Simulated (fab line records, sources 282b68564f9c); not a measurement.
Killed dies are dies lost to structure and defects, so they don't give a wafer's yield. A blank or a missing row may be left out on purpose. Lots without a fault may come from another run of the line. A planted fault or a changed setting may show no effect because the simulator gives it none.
fab line records | flow rit_cmos
record lots=5 wafers=23
route steps=202 shown ACTIVE@2 FOX2@25 NWELL@29 PWELL@46 NRETRO@54 PRETRO@66
start_h: hours from the record's first day to the start of the lot's first wafer shown | wait_h: hours since the lot's step before | " the same as in the row above | L1.1+2: a row that stands for several wafers | - no value, or no start given | * or withheld: withheld | < > ~ a bound
route shown NAME@n: a module of which the file shows steps, and the number in the route of the first | usual: mean/standard deviation of fault-free wafers | same: alike in all rows | chamber/n: place in a boat | sites: the reading at each site | _std_site: their standard deviation | _edge_site: outer sites' mean less inner sites' | radius_mm: how far each site lies from the wafer's centre | mask NAME#n: copy n | behind: the tool/chamber that last shaped the wafer | hold: why the lot was held/for how many hours/how that ended | device: the transistor (n, p or np) that didn't switch | end of line: the same wafers' tests at the end of the route | a step without rows: its recipe alone | killed: dies lost to structure and defects at the first sort, not the wafer's yield | map: a wafer's dies, x killed, . not, _ none there
set.NAME: the setting as run; set.NAME@STEP: as run at that earlier step | model.NAME: the simulator's own value behind a step, which no gauge read
lots whose settings were changed on purpose; a table a step, a row a wafer
## steps
# step RIT_ACTIVE_OXIDATION_01
# recipe temp_c=1000 ambient=O2 target_thk_a=468 ox_time_s=3360
# columns lot.wafer tool chamber start_h wait_h set.temp_c model.SiO2_of_ACTIVE_OXIDATION_01.thk_nm
L077.2 - - - 0.1 1028 60.61
L077.3 " - " " 1028 60.43
L077.4 " - " " 1028 60.09
L077.5 " - " " 1028 60.66
L077.6 " - " " 1028 60.68
L078.1 - - - 0.1 1028 61.1
L078.3 " - " " 1028 60.9
L078.4 " - " " 1028 60.54
L078.5 " - " " 1028 61.09
L078.6 " - " " 1028 61
L080.2 - - - 1.9 1025 59.27
L080.3 " - " " 1025 58.71
L080.4 " - " " 1025 59.38
L080.5 " - " " 1025 58.95
L080.6 " - " " 1025 59.82
L081.1 - - - 3.0 1000 46.24
L081.2 " - " " 1000 46.55
L081.3 " - " " 1000 46.65
L081.4 " - " " 1000 45.56
L081.6 " - " " 1000 45.84
L083.4 furnace-04 0 59.79 4.7 1000 46.17
L083.5 " 0 " " 1000 46.21
L083.6 " 0 " " 1000 46.04
# step RIT_ACTIVE_THK_MEAS_02
# recipe reads=SiO2_of_ACTIVE_OXIDATION_01
# usual ACTIVE_OXIDE_THK=47.0/0.67
# columns lot.wafer tool chamber start_h wait_h set.temp_c@ACTIVE_OXIDATION_01 ACTIVE_OXIDE_THK[nm]
L077.2 film_metro-01 - - - 1028 60.6
L077.3 " - " " 1028 60.4
L077.4 " - " " 1028 60.1
L077.5 " - " " 1028 60.7
L077.6 " - " " 1028 60.7
L078.1 film_metro-04 - - - 1028 61.1
L078.3 " - " " 1028 60.9
L078.4 " - " " 1028 60.5
L078.5 " - " " 1028 61.1
L078.6 " - " " 1028 61.0
L080.2 film_metro-01 - - - 1025 59.2
L080.3 " - " " 1025 58.7
L080.4 " - " " 1025 59.4
L080.5 " - " " 1025 58.9
L080.6 " - " " 1025 59.9
L081.1 film_metro-02 - - - 1000 46.3
L081.2 " - " " 1000 46.6
L081.3 " - " " 1000 46.6
L081.4 " - " " 1000 45.6
L081.6 " - " " 1000 45.8
L083.4 film_metro-01 - 61.75 0.0 1000 46.2
L083.5 " - " " 1000 46.2
L083.6 " - " " 1000 46.0
# step RIT_ACTIVE_COAT_06
# recipe resist=NOVOLAK spin_rpm=3250 resist_thk_nm=1000
# columns lot.wafer tool chamber start_h wait_h set.resist_thk_nm model.NOVOLAK_of_ACTIVE_COAT_06.thk_nm
L077.2 litho_track-02 0 28.77 0.1 941.5 944.3
L077.3 " 0 " " 1000 1004
L077.4 " 0 " " 941.5 942.5
L077.5 " 0 " " 1000 1005
L077.6 " 0 " " 1000 1003
L078.1 litho_track-02 0 33.74 0.1 1000 997.7
L078.3 " 0 " " 1000 998.3
L078.4 " 0 " " 1052 1052
L078.5 " 0 " " 1000 1001
L078.6 " 0 " " 1052 1050
L080.2 litho_track-04 0 45.59 0.1 1000 996
L080.3 " 0 " " 1025 1022
L080.4 " 0 " " 1025 1021
L080.5 " 0 " " 1000 996.3
L080.6 " 0 " " 1000 993.8
L081.1 litho_track-02 0 51.63 0.1 1034 1031
L081.2 " 0 " " 1000 1000
L081.3 " 0 " " 1000 998.9
L081.4 " 0 " " 1034 1035
L081.6 " 0 " " 1034 1034
L083.4 litho_track-04 0 63.48 0.1 1000 1001
L083.5 " 0 " " 1000 1007
L083.6 " 0 " " 1000 1002
# step RIT_ACTIVE_SOFTBAKE_07
# recipe resist=NOVOLAK temp_c=90 time_s=61.7
# step RIT_ACTIVE_EXPOSE_08
# recipe mask_id=M1 na=0.6 source_shape=conventional sigma_outer=0.6 target_cd_nm=1400 dose_mj=225
# step RIT_ACTIVE_PEB_09
# recipe resist=NOVOLAK temp_c=withheld time_s=withheld
# step RIT_ACTIVE_DEVELOP_10
# recipe resist=NOVOLAK develop_time_s=50 dev_temp_c=23
# step RIT_ACTIVE_CD_MEAS_11
# recipe target_cd_nm=1400
# usual cd_nm=1400.2/2.4
# columns lot.wafer tool chamber start_h wait_h set.resist_thk_nm@ACTIVE_COAT_06 cd_nm
L077.2 cd_sem-01 - 29.46 - 941.5 1392.0
L077.3 " - " " 1000 1396.8
L077.4 " - " " 941.5 1392.6
L077.5 " - " " 1000 1399.5
L077.6 " - " " 1000 1398.9
L078.1 cd_sem-01 - 34.44 - 1000 1405.4
L078.3 " - " " 1000 1404.3
L078.4 " - " " 1052 1411.5
L078.5 " - " " 1000 1404.4
L078.6 " - " " 1052 1406.5
L080.2 cd_sem-02 - 46.41 - 1000 1399.9
L080.3 " - " " 1025 1401.6
L080.4 " - " " 1025 1403.0
L080.5 " - " " 1000 1401.2
L080.6 " - " " 1000 1399.3
L081.1 cd_sem-01 - 52.33 - 1034 1402.1
L081.2 " - " " 1000 1397.5
L081.3 " - " " 1000 1396.9
L081.4 " - " " 1034 1402.9
L081.6 " - " " 1034 1401.9
L083.4 cd_sem-02 - 64.29 - 1000 1401.2
L083.5 " - " " 1000 1403.4
L083.6 " - " " 1000 1401.8
# step RIT_ACTIVE_HARDBAKE_12
# recipe resist=NOVOLAK temp_c=140 time_s=60
# columns lot.wafer tool chamber start_h wait_h set.temp_c set.resist_thk_nm@ACTIVE_COAT_06 model.NOVOLAK_of_ACTIVE_COAT_06.thk_nm
L077.2 litho_track-02 0 29.58 0.1 140 941.5 835
L077.3 " 0 " " 142.1 1000 884.9
L077.4 " 0 " " 142.1 941.5 831
L077.5 " 0 " " 140 1000 888.3
L077.6 " 0 " " 142.1 1000 883.2
L078.1 litho_track-04 0 34.56 0.1 144.2 1000 876.6
L078.3 " 0 " " 144.2 1000 877.1
L078.4 " 0 " " 144.2 1052 923.3
L078.5 " 0 " " 140 1000 884.6
L078.6 " 0 " " 140 1052 927.1
L080.2 litho_track-04 0 46.54 0.1 140 1000 880.3
L080.3 " 0 " " 140 1025 903.4
L080.4 " 0 " " 140 1025 901.9
L080.5 " 0 " " 140 1000 880.5
L080.6 " 0 " " 140 1000 878.4
L081.1 litho_track-02 0 52.45 0.1 140 1034 911.1
L081.2 " 0 " " 138 1000 887
L081.3 " 0 " " 140 1000 882.9
L081.4 " 0 " " 138 1034 917.3
L081.6 " 0 " " 138 1034 917.1
L083.4 litho_track-02 0 64.43 0.1 140 1000 885
L083.5 " 0 " " 140 1000 889.7
L083.6 " 0 " " 140 1000 885.8
# step RIT_ACTIVE_ETCH_13
# recipe stop_on=SiO2 chemistry=SF6 target=Si3N4 time_s=210 over_etch_frac=0.4 SF6_flow_sccm=200 pressure_mtorr=260 rf_w=125 target_depth_a=2100
# columns lot.wafer tool chamber start_h wait_h set.temp_c@ACTIVE_OXIDATION_01 set.resist_thk_nm@ACTIVE_COAT_06 model.NOVOLAK_of_ACTIVE_COAT_06.thk_nm model.SiO2_of_ACTIVE_OXIDATION_01.thk_nm
L077.2 rie_diel-04 1 29.71 0.1 1028 941.5 615.4 60.61
L077.3 " 2 " " 1028 1000 660.8 60.43
L077.4 " 0 " " 1028 941.5 607.6 60.09
L077.5 " 2 " " 1028 1000 661.5 60.66
L077.6 " 1 " " 1028 1000 663.9 60.68
L078.1 rie_diel-04 1 34.71 0.1 1028 1000 654.9 61.1
L078.3 " 2 " " 1028 1000 650.2 60.9
L078.4 " 0 " " 1028 1052 697.1 60.54
L078.5 " 2 " " 1028 1000 658.2 61.09
L078.6 " 3 " " 1028 1052 697.1 60.77
L080.2 rie_diel-03 3 46.66 0.1 1025 1000 653.2 59.27
L080.3 " 2 " " 1025 1025 662.1 55.62
L080.4 " 1 " " 1025 1025 677.3 59.38
L080.5 " 3 " " 1025 1000 653.4 58.95
L080.6 " 0 " " 1025 1000 654.4 59.82
L081.1 rie_diel-01 3 52.60 0.1 1000 1034 689.1 46.24
L081.2 " 1 " " 1000 1000 658.2 46.27
L081.3 " 0 " " 1000 1000 653.3 46.17
L081.4 " 2 " " 1000 1034 686.8 44.34
L081.6 " 2 " " 1000 1034 688.7 44.64
L083.4 rie_diel-01 2 64.50 0.1 1000 1000 652.2 44.95
L083.5 " 0 " " 1000 1000 657 45.73
L083.6 " 1 " " 1000 1000 652.9 45.75
# step RIT_ACTIVE_STRIP_14
# recipe chemistry=O2 time_s=180 resist=NOVOLAK platen_temp_c=withheld power_w=500 pressure_mtorr=4000 o2_flow_sccm=4000
# step RIT_ACTIVE_CD_MEAS_90
# recipe target_cd_nm=1400
# usual cd_nm=1400.2/2.4
# columns lot.wafer tool chamber start_h wait_h set.resist_thk_nm@ACTIVE_COAT_06 cd_nm
L077.2 cd_sem-02 - 30.04 0.1 941.5 1392.4
L077.3 " - " " 1000 1396.6
L077.4 " - " " 941.5 1392.2
L077.5 " - " " 1000 1399.3
L077.6 " - " " 1000 1398.9
L078.1 cd_sem-01 - 35.02 0.1 1000 1405.3
L078.3 " - " " 1000 1404.7
L078.4 " - " " 1052 1411.7
L078.5 " - " " 1000 1403.9
L078.6 " - " " 1052 1406.2
L080.2 cd_sem-01 - 46.99 0.1 1000 1400.3
L080.3 " - " " 1025 1401.4
L080.4 " - " " 1025 1403.0
L080.5 " - " " 1000 1401.5
L080.6 " - " " 1000 1399.6
L081.1 cd_sem-02 - 52.91 0.1 1034 1402.3
L081.2 " - " " 1000 1398.3
L081.3 " - " " 1000 1396.7
L081.4 " - " " 1034 1402.9
L081.6 " - " " 1034 1402.6
L083.4 cd_sem-02 - 64.87 0.1 1000 1401.4
L083.5 " - " " 1000 1403.8
L083.6 " - " " 1000 1401.4
# step RIT_ACTIVE_CLEAN_15
# recipe chemistry=SC1 mix=3:3:50 time_s=600 temp_c=75
# step RIT_ACTIVE_CLEAN_16
# recipe chemistry=dHF dilution=50:1 time_s=30
# step RIT_FOX2_CLEAN_02
# recipe chemistry=dHF dilution=50:1 time_s=180
# step RIT_FOX2_WET_ETCH_03
# recipe chemistry=H3PO4 target=Si3N4 target_depth_nm=195 temp_c=165 time_s=2700
# columns lot.wafer tool chamber start_h wait_h set.temp_c@ACTIVE_OXIDATION_01 model.SiO2_of_ACTIVE_OXIDATION_01.thk_nm
L077.2 wet_bench-03 0 38.57 0.0 1028 53.73
L077.3 " 0 " " 1028 53.6
L077.4 " 0 " " 1028 53.28
L077.5+6 " 0 " " 1028 53.81
L078.1 wet_bench-02 1 46.39 0.0 1028 54.34
L078.3 " 1 " " 1028 54.12
L078.4 " 1 " " 1028 53.86
L078.5 " 1 " " 1028 54.32
L078.6 " 1 " " 1028 53.99
L080.2 wet_bench-04 3 60.32 0.0 1025 52.69
L080.3 " 3 " " 1025 49.48
L080.4 " 3 " " 1025 52.83
L080.5 " 3 " " 1025 52.42
L080.6 " 3 " " 1025 53.21
L081.1 wet_bench-04 3 64.47 0.0 1000 41.04
L081.2 " 3 " " 1000 41.08
L081.3 " 3 " " 1000 41
L081.4 " 3 " " 1000 39.33
L081.6 " 3 " " 1000 39.63
L083.4 wet_bench-02 2 86.00 0.0 1000 39.92
L083.5 " 2 " " 1000 40.63
L083.6 " 2 " " 1000 40.65
# step RIT_NWELL_COAT_01
# recipe resist=NOVOLAK spin_rpm=2000 resist_thk_nm=1300
# columns lot.wafer tool chamber start_h wait_h set.spin_rpm model.NOVOLAK_of_NWELL_COAT_01.thk_nm
L077.2 litho_track-01 0 39.71 0.1 1938 1323
L077.3 " 0 " " 2000 1302
L077.4 " 0 " " 1938 1322
L077.5 " 0 " " 1938 1321
L077.6 " 0 " " 2000 1304
L078.1 litho_track-04 0 47.36 0.1 2000 1296
L078.3 " 0 " " 1896 1331
L078.4 " 0 " " 2000 1294
L078.5 " 0 " " 1896 1327
L078.6 " 0 " " 1896 1332
L080.2+3 litho_track-04 0 61.38 0.1 2113 1262
L080.4 " 0 " " 2000 1292
L080.5 " 0 " " 2000 1295
L080.6 " 0 " " 2113 1267
L081.1 litho_track-04 0 65.51 0.1 2000 1296
L081.2 " 0 " " 1942 1314
L081.3 " 0 " " 1942 1317
L081.4 " 0 " " 2000 1300
L081.6 " 0 " " 1942 1316
L083.4 litho_track-03 0 87.04 0.1 2000 1297
L083.5 " 0 " " 2000 1302
L083.6 " 0 " " 2000 1303
# step RIT_NWELL_SOFTBAKE_02
# recipe resist=NOVOLAK temp_c=90 time_s=62.15
# step RIT_NWELL_EXPOSE_03
# recipe mask_id=M2 na=0.57 target_cd_nm=43900 dose_mj=250
# step RIT_NWELL_DEVELOP_05
# recipe resist=NOVOLAK develop_time_s=68 dev_temp_c=23
# step RIT_NWELL_HARDBAKE_07
# recipe resist=NOVOLAK temp_c=140 time_s=120
# columns lot.wafer tool chamber start_h wait_h set.spin_rpm@NWELL_COAT_01 model.NOVOLAK_of_NWELL_COAT_01.thk_nm
L077.2 litho_track-03 0 40.49 0.1 1938 1157
L077.3 " 0 " " 2000 1138
L077.4 " 0 " " 1938 1156
L077.5 " 0 " " 1938 1155
L077.6 " 0 " " 2000 1140
L078.1 litho_track-04 0 48.13 0.0 2000 1134
L078.3 " 0 " " 1896 1164
L078.4 " 0 " " 2000 1132
L078.5 " 0 " " 1896 1160
L078.6 " 0 " " 1896 1165
L080.2+3 litho_track-01 0 62.17 0.1 2113 1104
L080.4 " 0 " " 2000 1130
L080.5 " 0 " " 2000 1133
L080.6 " 0 " " 2113 1108
L081.1 litho_track-01 0 66.41 0.0 2000 1133
L081.2 " 0 " " 1942 1149
L081.3 " 0 " " 1942 1152
L081.4 " 0 " " 2000 1136
L081.6 " 0 " " 1942 1151
L083.4 litho_track-03 0 87.98 0.1 2000 1134
L083.5 " 0 " " 2000 1138
L083.6 " 0 " " 2000 1139
# step RIT_PWELL_HARDBAKE_07
# recipe resist=NOVOLAK temp_c=140 time_s=120
# columns lot.wafer tool chamber start_h wait_h set.temp_c model.NOVOLAK_of_PWELL_COAT_01.thk_nm
L077.2 litho_track-03 0 42.04 0.1 138.4 1141
L077.3 " 0 " " 140 1138
L077.4+6 " 0 " " 138.4 1144
L077.5 " 0 " " 140 1141
L078.1 litho_track-02 0 49.68 0.0 140 1140
L078.3 " 0 " " 140 1142
L078.4 " 0 " " 144.2 1136
L078.5 " 0 " " 144.2 1134
L078.6 " 0 " " 144.2 1132
L080.2 litho_track-02 0 63.84 0.1 140 1138
L080.3 " 0 " " 140 1140
L080.4 " 0 " " 141.4 1133
L080.5 " 0 " " 141.4 1137
L080.6 " 0 " " 141.4 1138
L081.1 litho_track-02 0 68.09 0.0 140 1137
L081.2 " 0 " " 136.9 1142
L081.3 " 0 " " 140 1136
L081.4 " 0 " " 140 1135
L081.6 " 0 " " 136.9 1144
L083.4+5 litho_track-02 0 89.66 0.1 140 1144
L083.6 " 0 " " 140 1141
# step RIT_NRETRO_COAT_01
# recipe resist=NOVOLAK spin_rpm=2000 resist_thk_nm=1300
# columns lot.wafer tool chamber start_h wait_h set.spin_rpm model.NOVOLAK_of_NRETRO_COAT_01.thk_nm
L077.2 litho_track-01 0 51.77 0.1 2000 1300
L077.3+5 " 0 " " 1916 1329
L077.4 " 0 " " 1916 1330
L077.6 " 0 " " 2000 1301
L078.1 litho_track-01 0 59.28 0.1 2000 1299
L078.3 " 0 " " 2000 1302
L078.4 " 0 " " 2000 1308
L078.5+6 " 0 " " 2000 1298
L081.1+2 litho_track-01 0 77.02 0.1 2000 1301
L081.3 " 0 " " 2000 1305
L081.4 " 0 " " 2078 1279
L081.6 " 0 " " 2078 1280
L080.2 litho_track-02 0 77.05 0.1 2124 1252
L080.3 " 0 " " 2000 1296
L080.4 " 0 " " 2000 1300
L080.5 " 0 " " 2000 1293
L080.6 " 0 " " 2124 1254
L083.4 litho_track-01 0 98.79 0.1 2000 1307
L083.5 " 0 " " 2000 1306
L083.6 " 0 " " 2000 1304
# step RIT_NRETRO_SOFTBAKE_02
# recipe resist=NOVOLAK temp_c=90 time_s=60
# step RIT_NRETRO_EXPOSE_03
# recipe mask_id=M4 na=0.57 target_cd_nm=43900 dose_mj=250
# step RIT_NRETRO_DEVELOP_05
# recipe resist=NOVOLAK develop_time_s=68 dev_temp_c=23
# step RIT_NRETRO_HARDBAKE_07
# recipe resist=NOVOLAK temp_c=140 time_s=120
# columns lot.wafer tool chamber start_h wait_h set.spin_rpm@NRETRO_COAT_01 model.NOVOLAK_of_NRETRO_COAT_01.thk_nm
L077.2 litho_track-01 0 52.55 0.1 2000 1137
L077.3 " 0 " " 1916 1161
L077.4 " 0 " " 1916 1163
L077.5 " 0 " " 1916 1162
L077.6 " 0 " " 2000 1138
L078.1 litho_track-04 0 60.17 0.0 2000 1136
L078.3 " 0 " " 2000 1138
L078.4 " 0 " " 2000 1144
L078.5+6 " 0 " " 2000 1135
L080.2 litho_track-02 0 77.96 0.1 2124 1095
L080.3 " 0 " " 2000 1133
L080.4 " 0 " " 2000 1136
L080.5 " 0 " " 2000 1131
L080.6 " 0 " " 2124 1097
L081.1+2 litho_track-04 0 78.16 0.0 2000 1138
L081.3 " 0 " " 2000 1141
L081.4 " 0 " " 2078 1118
L081.6 " 0 " " 2078 1120
L083.4 litho_track-04 0 99.93 0.3 2000 1143
L083.5 " 0 " " 2000 1142
L083.6 " 0 " " 2000 1140
# step RIT_PRETRO_SOFTBAKE_02
# recipe resist=NOVOLAK temp_c=90 time_s=60
# columns lot.wafer tool chamber start_h wait_h set.temp_c
L077.2+4+5 litho_track-04 0 53.47 0.1 90
L077.3+6 " 0 " " 88.91
L078.1+6 litho_track-03 0 61.10 0.1 87.66
L078.3+4+5 " 0 " " 90
L080.2+4+6 litho_track-03 0 78.87 0.1 90
L080.3+5 " 0 " " 87.58
L081.1+4+6 litho_track-02 0 79.09 0.1 90
L081.2+3 " 0 " " 92.4
L083.4+5+6 litho_track-04 0 100.82 0.1 90
# step RIT_PRETRO_EXPOSE_03
# recipe mask_id=M5 na=0.57 target_cd_nm=43700 dose_mj=250
# step RIT_PRETRO_PEB_04
# recipe resist=NOVOLAK temp_c=withheld time_s=withheld
# step RIT_PRETRO_DEVELOP_05
# recipe resist=NOVOLAK develop_time_s=68 dev_temp_c=22.42
# columns lot.wafer tool chamber start_h wait_h set.temp_c@PRETRO_SOFTBAKE_02 model.NOVOLAK_of_PRETRO_COAT_01.thk_nm
L077.2 litho_track-03 0 - - 90 1299
L077.3 " 0 " " 88.91 1300
L077.4 " 0 " " 90 1300
L077.5 " 0 " " 90 1297
L077.6 " 0 " " 88.91 1299
L078.1+6 litho_track-02 0 - - 87.66 1307
L078.3 " 0 " " 90 1304
L078.4 " 0 " " 90 1300
L078.5 " 0 " " 90 1303
L080.2+4+6 litho_track-04 0 - - 90 1303
L080.3+5 " 0 " " 87.58 1310
L081.1+4 litho_track-02 0 - - 90 1305
L081.2 " 0 " " 92.4 1295
L081.3 " 0 " " 92.4 1296
L081.6 " 0 " " 90 1307
L083.4 litho_track-03 0 - - 90 1301
L083.5 " 0 " " 90 1304
L083.6 " 0 " " 90 1303
# step RIT_PRETRO_IMPLANT_08
# recipe species=B energy_kev=45 dose_cm2=1.2e+13 tilt_deg=7
# columns lot.wafer tool chamber start_h wait_h set.dose_cm2
L077.2+5+6 implanter-04 0 54.46 0.2 1.2e+13
L077.3+4 " 0 " " 1.128e+13
L078.1+3+4+5+6 implanter-03 0 62.09 0.2 1.2e+13
L080.2+4 implanter-02 0 79.74 0.2 1.15e+13
L080.3+5+6 " 0 " " 1.2e+13
L081.1+3 implanter-03 0 80.08 0.2 1.154e+13
L081.2+4+6 " 0 " " 1.2e+13
L083.4+5+6 implanter-02 0 102.14 0.2 1.2e+13
# step RIT_PRETRO_STRIP_09
# recipe chemistry=O2 time_s=180 resist=NOVOLAK platen_temp_c=withheld power_w=500 pressure_mtorr=4000 o2_flow_sccm=4000
# step RIT_PRETRO_TW_MEAS_10
# usual PRETRO_TW=475/3.5
# columns lot.wafer tool chamber start_h wait_h set.dose_cm2@PRETRO_IMPLANT_08 PRETRO_TW
L077.2 film_metro-03 - 54.77 0.1 1.2e+13 477
L077.3 " - " " 1.128e+13 464
L077.4 " - " " 1.128e+13 467
L077.5 " - " " 1.2e+13 476
L077.6 " - " " 1.2e+13 476
L078.1 film_metro-03 - 62.42 0.1 1.2e+13 478
L078.3 " - " " 1.2e+13 476
L078.4 " - " " 1.2e+13 479
L078.5 " - " " 1.2e+13 478
L078.6 " - " " 1.2e+13 477
L080.2 film_metro-01 - 80.05 0.1 1.15e+13 463
L080.3 " - " " 1.2e+13 468
L080.4 " - " " 1.15e+13 463
L080.5 " - " " 1.2e+13 472
L080.6 " - " " 1.2e+13 471
L081.1 film_metro-01 - 80.41 0.1 1.154e+13 466
L081.2 " - " " 1.2e+13 473
L081.3 " - " " 1.154e+13 467
L081.4 " - " " 1.2e+13 472
L081.6 " - " " 1.2e+13 471
L083.4 film_metro-04 - 102.42 0.1 1.2e+13 477
L083.5 " - " " 1.2e+13 474
L083.6 " - " " 1.2e+13 476
## key
split step=RIT_ACTIVE_OXIDATION_01 setting=temp_c stated=1000 by=lot
response step=RIT_ACTIVE_OXIDATION_01 reading=model.SiO2_of_ACTIVE_OXIDATION_01.thk_nm change=+5.2 per=1% r=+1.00
response step=RIT_ACTIVE_THK_MEAS_02 reading=ACTIVE_OXIDE_THK change=+5.2 per=1% r=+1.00
response step=RIT_ACTIVE_ETCH_13 reading=model.SiO2_of_ACTIVE_OXIDATION_01.thk_nm change=+5.38 per=1% r=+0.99
response step=RIT_FOX2_WET_ETCH_03 reading=model.SiO2_of_ACTIVE_OXIDATION_01.thk_nm change=+4.78 per=1% r=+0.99
split step=RIT_ACTIVE_COAT_06 setting=resist_thk_nm stated=1000 by=wafer
response step=RIT_ACTIVE_COAT_06 reading=model.NOVOLAK_of_ACTIVE_COAT_06.thk_nm change=+10.2 per=1% r=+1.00
response step=RIT_ACTIVE_CD_MEAS_11 reading=cd_nm change=+1.02 per=1% r=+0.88
response step=RIT_ACTIVE_HARDBAKE_12 reading=model.NOVOLAK_of_ACTIVE_COAT_06.thk_nm change=+8.91 per=1% r=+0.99
response step=RIT_ACTIVE_ETCH_13 reading=model.NOVOLAK_of_ACTIVE_COAT_06.thk_nm change=+8.45 per=1% r=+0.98
response step=RIT_ACTIVE_CD_MEAS_90 reading=cd_nm change=+1 per=1% r=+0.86
split step=RIT_ACTIVE_HARDBAKE_12 setting=temp_c stated=140 by=wafer
response none clear
split step=RIT_NWELL_COAT_01 setting=spin_rpm stated=2000 by=wafer
response step=RIT_NWELL_COAT_01 reading=model.NOVOLAK_of_NWELL_COAT_01.thk_nm change=-6 per=1% r=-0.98
response step=RIT_NWELL_HARDBAKE_07 reading=model.NOVOLAK_of_NWELL_COAT_01.thk_nm change=-5.17 per=1% r=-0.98
split step=RIT_PWELL_HARDBAKE_07 setting=temp_c stated=140 by=wafer
response step=RIT_PWELL_HARDBAKE_07 reading=model.NOVOLAK_of_PWELL_COAT_01.thk_nm change=-2.84 per=1% r=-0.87
split step=RIT_NRETRO_COAT_01 setting=spin_rpm stated=2000 by=wafer
response step=RIT_NRETRO_COAT_01 reading=model.NOVOLAK_of_NRETRO_COAT_01.thk_nm change=-6.7 per=1% r=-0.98
response step=RIT_NRETRO_HARDBAKE_07 reading=model.NOVOLAK_of_NRETRO_COAT_01.thk_nm change=-5.77 per=1% r=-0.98
split step=RIT_PRETRO_SOFTBAKE_02 setting=temp_c stated=90 by=wafer
response step=RIT_PRETRO_DEVELOP_05 reading=model.NOVOLAK_of_PRETRO_COAT_01.thk_nm change=-2.76 per=1% r=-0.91
split step=RIT_PRETRO_IMPLANT_08 setting=dose_cm2 stated=1.2e+13 by=wafer
response step=RIT_PRETRO_TW_MEAS_10 reading=PRETRO_TW change=+1.7 per=1% r=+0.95
